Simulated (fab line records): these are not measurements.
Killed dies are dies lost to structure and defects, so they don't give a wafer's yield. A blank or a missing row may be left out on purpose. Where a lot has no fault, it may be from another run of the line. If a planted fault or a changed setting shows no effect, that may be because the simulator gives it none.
Comparing a struck lot with a sound one | flow rit-cmos | 21 out of 202 route steps
Sound: the wafers L972.1, L972.4, L972.5. Wafers struck: L991.2, L991.5, L991.6. Last of all comes the cause.
Each step with rows lists, per side, the tool, then ch with its chambers, then its first start. Under that, the readings that differ: sound wafers | struck wafers | difference of the means | sigmas: that difference in standard deviations of wafers without a fault.
alike: readings whose means differ by less than 2 such deviations, and words and numbers that are the same on both sides. not compared: withheld readings, readings that some wafer has no value for, bounds like >300 that may hide the same value, and numbers for which the record gives no deviation and whose values overlap.
A row with sigmas, a row that says differs or no value, or rows on one side alone: a step with any of these is where the two part. When numbers do not overlap yet have no deviation, they are printed without sigmas and do not part them. Lack of a reading on every wafer of one side parts them only where that side has two or more wafers.

first, 6 steps without rows for these wafers: RIT_NWELL_HMDS_00 (prime time 60 s); RIT_NWELL_COAT_01 (resist thk 1300 nm); RIT_NWELL_SOFTBAKE_02 (time 60 s); RIT_NWELL_EXPOSE_03 (exposes mask M2, target cd 43900 nm); RIT_NWELL_PEB_04; RIT_NWELL_DEVELOP_05 (develop time 68 s).
RIT_NWELL_OVL_MEAS_06:
  sound on overlay-01, day 2 08:59; struck on overlay-02, day 6 14:07
  alike: NWELL_OVL
then, 2 steps without rows for these wafers: RIT_NWELL_HARDBAKE_07 (time 120 s); RIT_NWELL_IMPLANT_08.
RIT_NWELL_STRIP_09: strips in O2, time 180 s.
  sound on plasma-asher-01 ch 0,1, day 2 09:35; struck on plasma-asher-04 ch 0,1, day 6 14:32
  alike: drypump-motor-current-A
  not compared: rf-hours-counter-h
RIT_NWELL_TW_MEAS_10:
  sound on film-metro-02, day 2 09:46; struck on film-metro-04, day 6 14:44
  alike: NWELL_TW
then, 1 step without rows for these wafers: RIT_PWELL_HMDS_00 (prime time 60 s).
RIT_PWELL_COAT_01: resist thk 1300 nm.
  sound on litho-track-01 ch 0, day 2 10:04; struck on litho-track-01 ch 0, day 6 15:00
  reading                                    | sound                | struck               | difference | sigmas
  spin-speed-rpm (rpm)                       | 2001.3 2000.7 2000.1 | 1379.1 1379.6 1379.1 | -621.4     | -99 or more
  model.NOVOLAK_of_PWELL_COAT_01.thk-nm (nm) | 1303 1301 1305       | 1562 1563 1559       | +258       |
  alike: exhaust-pa
then, 4 steps without rows for these wafers: RIT_PWELL_SOFTBAKE_02 (time 60 s); RIT_PWELL_EXPOSE_03 (exposes mask M3, target cd 43700 nm); RIT_PWELL_PEB_04; RIT_PWELL_DEVELOP_05 (develop time 68 s).
RIT_PWELL_OVL_MEAS_06:
  sound on overlay-01, day 2 10:48; struck on overlay-01, day 6 15:58
  alike: PWELL_OVL
RIT_PWELL_HARDBAKE_07: time 120 s.
  sound on litho-track-01 ch 0, day 2 10:50; struck on litho-track-04 ch 0, day 6 16:02
  reading                                    | sound          | struck         | difference | sigmas
  model.NOVOLAK_of_PWELL_COAT_01.thk-nm (nm) | 1139 1138 1141 | 1362 1363 1360 | +222       |
  alike: exhaust-pa, plate-temp-C
then, 2 steps without rows for these wafers: RIT_PWELL_IMPLANT_08; RIT_M1_PROBE_99.

WHERE THEY PART
Within this record, at RIT_PWELL_COAT_01 only. Later steps at which nothing parts them and some readings are alike: RIT_PWELL_OVL_MEAS_06, RIT_PWELL_HARDBAKE_07.

WHY: what had been put in by the simulator
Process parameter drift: litho-track-01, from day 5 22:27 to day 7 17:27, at RIT_PWELL_COAT_01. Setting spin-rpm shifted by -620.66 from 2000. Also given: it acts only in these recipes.
